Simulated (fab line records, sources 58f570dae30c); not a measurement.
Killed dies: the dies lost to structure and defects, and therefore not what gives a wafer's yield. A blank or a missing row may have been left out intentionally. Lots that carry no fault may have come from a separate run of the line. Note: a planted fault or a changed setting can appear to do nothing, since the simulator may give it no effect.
One fault through the eyes of 2 desks ; flow berkeley cmos170 ; each desk has only its own numbers; what lay behind them comes last

## TOOL OWNER'S DESK, rie metal-03
The tool's own readings at UCB170_M1_METAL_ETCH_12 (etches Al in Cl2/BCl3, stops on PSG, target depth 780 nm, time 130 s): means of the sampled wafers that have a number, for each lot that ran on this tool. The brackets show how far a lot's mean lies from the usual mean; more than 4 standard deviations puts the lot out of limits, marked OUT.
Columns: A = drypump motor current A at UCB170_M1_METAL_ETCH_12, usual 5.8 A; B = oes product au at UCB170_M1_METAL_ETCH_12, usual 0.852 a.u.; C = rf fwd power W at UCB170_M1_METAL_ETCH_12, usual 596.4 W; D = run length s at UCB170_M1_METAL_ETCH_12, usual 158.4 s; E = throttle valve pct at UCB170_M1_METAL_ETCH_12, usual 24.40 %
lot;first seen here;A;B;C;D;E
L246;day 6 21:16;5.5;0.858;597.4;158.6;24.37
L247;day 6 22:55;6.0;0.844;598.3;158.6;24.44
L250;day 7 14:08;6.4;0.840;598.3;158.6;24.48
L252;day 8 04:00;6.0;0.849;595.9;158.6;24.45
L254;day 9 05:04;5.5;0.857;598.1;158.9;24.38
L259;day 9 23:43;6.0;0.988 (+10) OUT;-;131.2 (-34) OUT;24.37
L263;day 10 17:01;5.1;1.015 (+13) OUT;-;131.2 (-34) OUT;24.25
This desk's verdict: out of limits on L259, L263, starting with L259 at day 9 23:43 (oes product au at UCB170_M1_METAL_ETCH_12). L246, L247, L250, L252, L254: within limits.

## FROM THE METROLOGY DESK
Means of the sampled wafers that have a number, per lot and without regard to the tool the lot ran on: this is what the gauges read. The brackets show how far a lot's mean lies from the usual mean; more than 4 standard deviations puts the lot out of limits, marked OUT.
Columns: A = NLDD_OVL at UCB170_NLDD_OVL_MEAS_07, usual -3 nm; B = PLDD_RS at UCB170_SDANNEAL_RS_MEAS_04, usual 1031.6 ohm/sq; C = cd nm at UCB170_M1_CD_MEAS_90, usual 701.1 nm
lot;first seen here;A;B;C
L246;day 6 03:01;-0;1036.5;703.2
L247;day 6 04:20;-4;1033.7;702.0
L250;day 6 18:38;2;1030.0;702.7
L249;day 6 18:53;6;1030.2;701.4
L251;day 7 08:07;6;1035.1;698.8
L252;day 7 08:49;-8;1033.0;701.4
L254;day 8 09:59;-0;1033.7;701.9
L255;day 8 10:28;-12;1029.1;702.9
L258;day 8 18:41;-8;1029.7;702.9
L259;day 9 02:59;-6;1034.2;707.8
L263;day 9 21:20;-8;1031.4;709.5 (+4.0) OUT
L265;day 10 13:15;2;1032.7;700.4
L268;day 10 22:36;-4;1032.0;701.5
L269;day 11 14:03;-2;1026.5;700.7
This desk's verdict: out of limits on L263, starting with L263 at day 10 17:17 (cd nm at UCB170_M1_CD_MEAS_90). L246, L247, L250, L249, L251, L252, L254, L255, L258, L259, L265, L268, L269: within limits.

## ALL TOGETHER
On L259, L263, at day 9 23:43, an alarm was possible from the tool owner's desk.
An alarm was possible from the metrology desk at day 10 17:17, on L263.
The metrology desk has L259 on record, within its limits.
UCB170_M1_METAL_ETCH_12 was run on rie metal-03 by each of the lots named.

## WHAT WAS PUT IN BY THE SIMULATOR
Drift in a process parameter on rie metal-03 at UCB170_M1_METAL_ETCH_12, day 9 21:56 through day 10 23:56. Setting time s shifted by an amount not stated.
Lots struck among those shown: L259, L263.
Time in hours from fault onset to the first out-of-limits reading at each desk: tool owner's desk 2, metrology desk 19.
